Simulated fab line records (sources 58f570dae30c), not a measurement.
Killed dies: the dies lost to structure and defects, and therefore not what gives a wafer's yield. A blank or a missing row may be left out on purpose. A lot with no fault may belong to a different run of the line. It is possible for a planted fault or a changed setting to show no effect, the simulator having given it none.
Code-filled problem report in 8D (eight disciplines) form :: flow berkeleyCmos170 :: the parts of the form that need people (team, actions taken, sign-off) are left out

== 1. WHAT IS WRONG ==
Mean of cdNm at UCB170_GATE_CD_MEAS_12: 325.3 nm across 6 wafers in 2 lots; on wafers with no fault it is 350.1 nm (standard deviation 1.5). Measured from the usual mean, that is -17 standard deviations.
The step: target cd 350 nm.
First seen on wafer L501.1, day 9 11:55, on cdSem-02. Wafers with a number at this step in the record: 42, from 14 lots. Rule for "out", or "out of limits": more than 4 standard deviations from the usual mean. The other wafers with a number count as sound.

== 2. WHAT IT IS; WHAT IT IS NOT ==
question: which readings at this step
is: cdNm
is not: -

question: which lots
is: L501, L503
is not: L482, L483, L484, L485, L486, L487, L488, L489, L491, L493, L495, L500

question: which wafers of those lots
is: all that have a number
is not: -

question: read on which gauges
is: cdSem-01, cdSem-02
is not: -

question: when
is: from day 9 11:55
is not: up to then (36 sound wafers)

== 3. THE SUSPECTS, EACH WITH WHAT RULES IT OUT ==
Counting: a tool stays on the suspect list if, at a process step up to the reading, it processed all lots that are out and no sound lot following the first of them.
- the gauge at UCB170_GATE_CD_MEAS_12 is ruled out. The wafers that are out were read on 2 gauges (cdSem-01, cdSem-02).
- plasmaAsher-04 at UCB170_PFIELD_STRIP_08 (strips in O2): kept. Every lot that is out went through it, starting with L501 (day 8 01:52), and after that it ran no sound lot; the last sound lot it ran before then is L486 (day 5 07:44).
- lithoTrack-01 at UCB170_GATE_SOFTBAKE_08 (time 60 s): kept. Every lot that is out went through it, starting with L501 (day 9 10:00), and after that it ran no sound lot; the last sound lot it ran before then is L491 (day 7 19:00). Its own readings are out on those wafers: heaterPowerTotalW, plateTempC.
The count leaves lithoTrack-01 at UCB170_GATE_SOFTBAKE_08 and plasmaAsher-04 at UCB170_PFIELD_STRIP_08.

== 4. THE CAUSE (what the simulator had put in) ==
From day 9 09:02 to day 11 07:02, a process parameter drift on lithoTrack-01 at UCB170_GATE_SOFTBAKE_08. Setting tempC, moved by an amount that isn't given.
2 suspects survive the count, and this tool is in that group.

== 5. THE EFFECT CHAIN, in route order ==
One row per reading whose mean, taken over the struck wafers that have a number, lies over 3 standard deviations from the usual. Only readings for which the record gives a usual standard deviation are gone through. hours: the time from each lot's start at the first step in this table that gives one to its start at this step, as a median over the lots. sigmas: the change in usual standard deviations.
hours: 0
step: UCB170_GATE_SOFTBAKE_08
reading: heaterPowerTotalW
usual: 56.80 W
on struck wafers: 61.84
change: +5.04
sigmas: +99 or more

hours: 0
step: UCB170_GATE_SOFTBAKE_08
reading: plateTempC
usual: 130.03 C
on struck wafers: 138.78
change: +8.75
sigmas: +55

hours: 2
step: UCB170_GATE_CD_MEAS_12
reading: cdNm
usual: 350.1 nm
on struck wafers: 325.3
change: -24.8
sigmas: -17
The process steps in it:
- UCB170_GATE_SOFTBAKE_08: time 60 s.

== 6. HOW IT WOULD HAVE BEEN CAUGHT EARLIER ==
3 hours passed between the start of the fault at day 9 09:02 and the first reading out of limits at a measuring or inspecting step in this record, taken at day 9 11:55.
Tool's own readings at UCB170_GATE_SOFTBAKE_08, heaterPowerTotalW, plateTempC: out on all struck wafers the step has rows for; an alarm limit on them would have tripped on the first.
L503, from the lots that are out (2), started UCB170_GATE_SOFTBAKE_08 on lithoTrack-01 later than day 9 11:55. A tool hold placed at that time would have kept it from harm.
